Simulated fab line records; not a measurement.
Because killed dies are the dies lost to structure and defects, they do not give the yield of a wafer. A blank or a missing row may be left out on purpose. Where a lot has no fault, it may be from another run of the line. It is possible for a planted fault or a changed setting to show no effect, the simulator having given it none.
Split-lot trial / flow ritCmos / route with 202 steps; 5 lots, 23 wafers read

THE SPLIT
At RIT_GATE_EXPOSE_13 (exposes mask M6, target cd 150 nm), the setting doseMj was moved away from the recipe's 380 on 6 of the 23 wafers read, by -6.2% to -2.6%. The other wafers ran this setting at the recipe's value.

FROM THE SPLIT TO THE READING: what the file shows between them, 2 steps
- RIT_GATE_PEB_14
- RIT_GATE_DEVELOP_15: develop time 50 s

THE READING
cdNm, in nm, at RIT_GATE_CD_MEAS_16 (target cd 150 nm). A value of 149.3 nm with a standard deviation of 2.6 nm is what fault-free wafers of this fab line usually give.

wafer=L074.1; tool, chamber at the split=ilineStepper-02, 0; doseMj as run=380; against the recipe=recipe; cdNm, nm=147.7; against lot-mates on the recipe=-
wafer=L074.2; tool, chamber at the split=ilineStepper-02, 0; doseMj as run=380; against the recipe=recipe; cdNm, nm=148.6; against lot-mates on the recipe=-
wafer=L074.3; tool, chamber at the split=ilineStepper-02, 0; doseMj as run=380; against the recipe=recipe; cdNm, nm=149.3; against lot-mates on the recipe=-
wafer=L074.4; tool, chamber at the split=ilineStepper-02, 0; doseMj as run=380; against the recipe=recipe; cdNm, nm=149.4; against lot-mates on the recipe=-
wafer=L074.5; tool, chamber at the split=ilineStepper-02, 0; doseMj as run=380; against the recipe=recipe; cdNm, nm=150.1; against lot-mates on the recipe=-
wafer=L075.1; tool, chamber at the split=ilineStepper-01, 0; doseMj as run=380; against the recipe=recipe; cdNm, nm=146.7; against lot-mates on the recipe=-
wafer=L075.2; tool, chamber at the split=ilineStepper-01, 0; doseMj as run=380; against the recipe=recipe; cdNm, nm=147.8; against lot-mates on the recipe=-
wafer=L075.4; tool, chamber at the split=ilineStepper-01, 0; doseMj as run=380; against the recipe=recipe; cdNm, nm=146.9; against lot-mates on the recipe=-
wafer=L075.5; tool, chamber at the split=ilineStepper-01, 0; doseMj as run=370.2; against the recipe=-2.6%; cdNm, nm=160.6; against lot-mates on the recipe=+13.5
wafer=L075.6; tool, chamber at the split=ilineStepper-01, 0; doseMj as run=370.2; against the recipe=-2.6%; cdNm, nm=159.7; against lot-mates on the recipe=+12.6
wafer=L076.2; tool, chamber at the split=ilineStepper-01, 0; doseMj as run=361; against the recipe=-5.0%; cdNm, nm=177.0; against lot-mates on the recipe=+28.1
wafer=L076.3; tool, chamber at the split=ilineStepper-01, 0; doseMj as run=361; against the recipe=-5.0%; cdNm, nm=176.4; against lot-mates on the recipe=+27.5
wafer=L076.4; tool, chamber at the split=ilineStepper-01, 0; doseMj as run=380; against the recipe=recipe; cdNm, nm=148.1; against lot-mates on the recipe=-
wafer=L076.5; tool, chamber at the split=ilineStepper-01, 0; doseMj as run=380; against the recipe=recipe; cdNm, nm=149.7; against lot-mates on the recipe=-
wafer=L076.6; tool, chamber at the split=ilineStepper-01, 0; doseMj as run=380; against the recipe=recipe; cdNm, nm=148.9; against lot-mates on the recipe=-
wafer=L080.1; tool, chamber at the split=ilineStepper-01, 0; doseMj as run=380; against the recipe=recipe; cdNm, nm=148.5; against lot-mates on the recipe=-
wafer=L080.2; tool, chamber at the split=ilineStepper-01, 0; doseMj as run=380; against the recipe=recipe; cdNm, nm=149.0; against lot-mates on the recipe=-
wafer=L080.4; tool, chamber at the split=ilineStepper-01, 0; doseMj as run=380; against the recipe=recipe; cdNm, nm=147.9; against lot-mates on the recipe=-
wafer=L084.1; tool, chamber at the split=ilineStepper-01, 0; doseMj as run=380; against the recipe=recipe; cdNm, nm=146.8; against lot-mates on the recipe=-
wafer=L084.2; tool, chamber at the split=ilineStepper-01, 0; doseMj as run=380; against the recipe=recipe; cdNm, nm=148.0; against lot-mates on the recipe=-
wafer=L084.4; tool, chamber at the split=ilineStepper-01, 0; doseMj as run=356.3; against the recipe=-6.2%; cdNm, nm=179.5; against lot-mates on the recipe=+31.8
wafer=L084.5; tool, chamber at the split=ilineStepper-01, 0; doseMj as run=356.3; against the recipe=-6.2%; cdNm, nm=180.3; against lot-mates on the recipe=+32.6
wafer=L084.6; tool, chamber at the split=ilineStepper-01, 0; doseMj as run=380; against the recipe=recipe; cdNm, nm=148.3; against lot-mates on the recipe=-

FIT RESULTS
A straight line over all 23 wafers: cdNm changes by -5.24 nm for each +1% of doseMj; r = -0.99; the points scatter about the line by 1.3 nm.
The same after taking each lot's own level away (the mean of its wafers on the recipe; 23 wafers): -5.3 nm for each +1%; r = -1.00; scatter 0.81 nm.
Per that fit: largest doseMj move, reading shift of 33 nm.
The lots' own levels span 147.13 to 149.02 nm, that is 0.7 times the standard deviation above.
So the lot-to-lot level changes the slope little: the two slopes agree.
Check: for one of the wafers moved furthest among these (-6.2%), held out of the fit, the line's prediction against its lot-mates is +33.5 nm. It came out at +31.8 nm against them.

OTHER SPLITS ON THESE WAFERS
These wafers also went through other splits before the reading. Each is held against what the fit with the lots' levels taken away leaves over:
other split on the same wafers=RIT_ACTIVE_OXIDATION_01 tempC; wafers away from the commonest value=15; r with cdNm (lot level and that fit taken away)=-0.01
other split on the same wafers=RIT_ACTIVE_EXPOSE_08 doseMj; wafers away from the commonest value=8; r with cdNm (lot level and that fit taken away)=-0.15
other split on the same wafers=RIT_ACTIVE_ETCH_13 timeS; wafers away from the commonest value=6; r with cdNm (lot level and that fit taken away)=-0.28
other split on the same wafers=RIT_FOX1_OXIDATION_00 oxTimeS; wafers away from the commonest value=15; r with cdNm (lot level and that fit taken away)=-0.02
other split on the same wafers=RIT_NWELL_IMPLANT_08 energyKev; wafers away from the commonest value=8; r with cdNm (lot level and that fit taken away)=-0.47
other split on the same wafers=RIT_PWELL_IMPLANT_08 doseCm2; wafers away from the commonest value=5; r with cdNm (lot level and that fit taken away)=+0.14
other split on the same wafers=RIT_NRETRO_IMPLANT_08 energyKev; wafers away from the commonest value=10; r with cdNm (lot level and that fit taken away)=-0.22
other split on the same wafers=RIT_PRETRO_SOFTBAKE_02 tempC; wafers away from the commonest value=11; r with cdNm (lot level and that fit taken away)=+0.37
other split on the same wafers=RIT_GATE_OXIDATION_05 oxTimeS; wafers away from the commonest value=15; r with cdNm (lot level and that fit taken away)=-0.02

THE WHOLE CHAIN: every reading that the file lists as answering this split, in the file's order
step=RIT_GATE_CD_MEAS_16; what it does=target cd 150 nm; reading=cdNm; change (the file's fit)=-5.29 nm for each +1% of the setting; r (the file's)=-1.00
step=RIT_GATE_ETCH_19; what it does=etches poly-Si in SF6/CHF3/O2, stops on SiO2, time 165 s, target depth 312.5 nm; reading=GATE.cdNm (the simulator's own value, which no gauge read); change (the file's fit)=-5.28 nm for each +1% of the setting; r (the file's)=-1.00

FILE'S OWN FIT
cdNm changes by -5.29 nm for each +1% of doseMj, r = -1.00.
